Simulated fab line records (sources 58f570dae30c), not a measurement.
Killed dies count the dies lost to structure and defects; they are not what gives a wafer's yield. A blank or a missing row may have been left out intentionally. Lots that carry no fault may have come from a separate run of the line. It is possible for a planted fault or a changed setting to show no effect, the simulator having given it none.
The same fault as seen by 2 desks / flow berkeley cmos170 / each desk has only its own numbers; what lay behind them comes last

AT THE METROLOGY DESK
Lot by lot, what the gauges showed, no matter which tool ran the lot: averages of those sampled wafers that carry a number. Marked OUT: a lot whose mean sits more than 4 standard deviations from the usual mean, which makes it out of limits; the brackets give that distance.
Columns: A = FIELD_OXIDE_LEFT_2_THK at UCB170_FIELD_THK_MEAS_91, usual 353 nm
lot=L122; first seen here=day 5 23:59; A=337
lot=L123; first seen here=day 6 12:39; A=350
lot=L124; first seen here=day 6 18:25; A=370
lot=L125; first seen here=day 6 19:10; A=353
lot=L127; first seen here=day 6 22:28; A=351
lot=L128; first seen here=day 6 22:44; A=348
lot=L126; first seen here=day 7 05:46; A=361
lot=L130; first seen here=day 7 06:07; A=341
lot=L132; first seen here=day 7 19:04; A=351
lot=L133; first seen here=day 8 05:25; A=348
lot=L134; first seen here=day 8 11:37; A=347
lot=L138; first seen here=day 8 20:18; A=359
lot=L139; first seen here=day 9 09:19; A=354
lot=L143; first seen here=day 9 21:58; A=351
This desk found nothing out of limits on any of the 14 lots.

FOR THE TOOL OWNER'S DESK: implanter-04
UCB170_NWELL_IMPLANT_14, tool's own readings: per-lot mean of the sampled wafers with a number, covering each lot this tool ran. Marked OUT: a lot whose mean sits more than 4 standard deviations from the usual mean, which makes it out of limits; the brackets give that distance.
Columns: A = beam on s at UCB170_NWELL_IMPLANT_14, usual 9.99 s; B = tilt deg at UCB170_NWELL_IMPLANT_14, usual 6.998 degrees
lot=L125; first seen here=day 3 04:12; A=10.08; B=7.010
lot=L127; first seen here=day 3 16:42; A=10.19; B=7.020
lot=L138; first seen here=day 5 21:46; A=9.99; B=7.728 (+35) OUT
lot=L139; first seen here=day 6 03:48; A=10.04; B=7.740 (+35) OUT
This desk finds L138, L139 out of limits, L138 being first, at day 5 21:46 (tilt deg at UCB170_NWELL_IMPLANT_14). L125, L127 stayed within limits.

TAKEN TOGETHER
The tool owner's desk had the chance to raise an alarm at day 5 21:46 on L138, L139.
At the metrology desk, nothing out of limits was observed.
The metrology desk holds a record of L138, L139, inside its limits.
Of the lots named, all ran UCB170_NWELL_IMPLANT_14 on implanter-04.

WHAT THE SIMULATOR PUT IN
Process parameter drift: implanter-04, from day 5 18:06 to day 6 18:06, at UCB170_NWELL_IMPLANT_14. A move of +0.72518 in setting tilt deg, from 7. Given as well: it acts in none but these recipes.
Shown lots that were struck: L138, L139.
Hours from the fault's start to each desk's first reading out of limits: the tool owner's desk, 4.
